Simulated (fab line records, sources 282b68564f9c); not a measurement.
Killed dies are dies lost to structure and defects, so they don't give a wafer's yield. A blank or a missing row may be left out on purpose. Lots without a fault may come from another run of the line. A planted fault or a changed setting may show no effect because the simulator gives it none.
A struck lot beside a sound one | flow rit_cmos | 17 steps out of a route of 202
Sound: wafers L745.1, L745.4, L745.6. Struck: wafer L756.3. (L756.2, L756.4 of the same lot were not struck and are left out.) The cause comes at the end.
At each step with rows: each side's tool, then ch and its chambers, then its first start. Under that, the readings that differ: sound wafers | struck wafers | difference of the means | sigmas: that difference in standard deviations of wafers without a fault.
alike: readings whose means differ by less than 2 such deviations, and words and numbers that are the same on both sides. not compared: withheld readings, readings that some wafer has no value for, bounds like >300 that may hide the same value, and numbers for which the record gives no deviation and whose values overlap.
The two part at a step that has a row with sigmas, a row that says differs or no value, or rows on one side only. Numbers that don't overlap but have no deviation are shown without sigmas and don't part them. A reading that every wafer of one side lacks parts them only if that side has two wafers or more.

first, 4 steps without rows for these wafers: RIT_CONTACT_SOFTBAKE_04 (time 60 s); RIT_CONTACT_EXPOSE_05 (exposes mask M11, target cd 1000 nm); RIT_CONTACT_PEB_06; RIT_CONTACT_DEVELOP_07 (develop time 120 s).
RIT_CONTACT_CD_MEAS_08: target cd 1000 nm.
  sound on cd_sem-02, day 3 03:31; struck on cd_sem-01, day 5 10:19
  alike: cd_nm
RIT_CONTACT_OVL_MEAS_09:
  sound on overlay-02, day 3 03:38; struck on overlay-01, day 5 10:26
  reading          | sound       | struck | difference | sigmas
  CONTACT_OVL (nm) | 1.6 0.1 1.1 | -2.1   | -3.0       | -3
then, 1 step without rows for these wafers: RIT_CONTACT_HARDBAKE_10 (time 60 s).
RIT_CONTACT_ETCH_11: etches SiO2 in CHF3/CF4/Ar, stops on TiSi2, target depth 480 nm, time 320 s.
  sound on rie_diel-03 ch 1,3, day 3 03:49; struck on rie_diel-01 ch 3, day 5 10:37
  reading                     | sound       | struck | difference | sigmas
  drypump_motor_current_A (A) | 5.8 6.2 5.8 | 4.8    | -1.1       | -2
  alike: CHF3_flow_sccm, oes_product_au, throttle_valve_pct
  not compared: rf_hours_counter_h
RIT_CONTACT_STRIP_12: strips in O2, time 185.1 s.
  sound on plasma_asher-03 ch 0,1, day 3 04:01; struck on plasma_asher-03 ch 1, day 5 10:48
  alike: drypump_motor_current_A
  not compared: rf_hours_counter_h
RIT_CONTACT_CD_MEAS_90: target cd 1000 nm.
  sound on cd_sem-02, day 3 04:11; struck on cd_sem-01, day 5 11:00
  alike: cd_nm
then, 2 steps without rows for these wafers: RIT_CONTACT_CLEAN_13 (cleans in SC1, time 600 s); RIT_CONTACT_CLEAN_14 (cleans in SC2, time 600 s).
RIT_M1_SPUTTER_00: material Al, target thk 400 nm, time 500 s.
  sound on pvd_sputter-04, day 3 04:41; struck on pvd_sputter-02, day 5 11:29
  reading                               | sound                | struck | difference | sigmas
  cathode_dc_power_W (W)                | 2000.4 1999.9 1999.5 | 2130.1 | +130.2     | +99 or more
  model.Al_of_M1_SPUTTER_00.thk_nm (nm) | 395.1 401.6 406.8    | 421.7  | +20.5      |
  alike: throttle_valve_pct
RIT_M1_RS_MEAS_01: measures by four-point-probe.
  sound on film_metro-02, day 3 04:59; struck on film_metro-02, day 5 11:47
  reading           | sound                | struck | difference | sigmas
  M1_AL_RS (ohm/sq) | 0.0744 0.0730 0.0723 | 0.0696 | -0.0036    | -3
RIT_M1_THK_MEAS_02: measures by xrf.
  sound on film_metro-02, day 3 05:07; struck on film_metro-02, day 5 11:54
  reading        | sound       | struck | difference | sigmas
  M1_AL_THK (nm) | 393 400 405 | 420    | +21        | +3
then, 1 step without rows for these wafers: RIT_M1_HMDS_03 (prime time 60 s).
RIT_M1_PROBE_99:
  sound on prober-01, day 3 08:43; struck on prober-02, day 5 15:43
  reading                  | sound                   | struck  | difference | sigmas
  defect_limited_yield (%) | 97.0 95.5 95.1          | 98.9    | +3.0       | +3
  killed_at_front_end      | 8 12 12                 | 3       | -8         | -3
  killed_dies              | 8 12 13                 | 3       | -8         | -3
  killed_short             | 3 3 7                   | 0       | -4         | -2
  sort_bin_5_function (%)  | 2.3 3.0 2.3             | 0.8     | -1.7       | -2
  sort_n_pass              | 256 252 251             | 261     | +8         | +3
  sort_yield_pct (%)       | 97.0 95.5 95.1          | 98.9    | +3.0       | +3
  model.etest.m1.rs_ohm_sq | 0.07313 0.07272 0.07134 | 0.06871 | -0.00369   |
  alike: killed_at_contacts, killed_open, sort_bin_3_pad_short, sort_bin_6_memory

WHERE THEY PART
First at RIT_CONTACT_OVL_MEAS_09; last, within this record, at RIT_M1_PROBE_99.

WHY: what the simulator had put in
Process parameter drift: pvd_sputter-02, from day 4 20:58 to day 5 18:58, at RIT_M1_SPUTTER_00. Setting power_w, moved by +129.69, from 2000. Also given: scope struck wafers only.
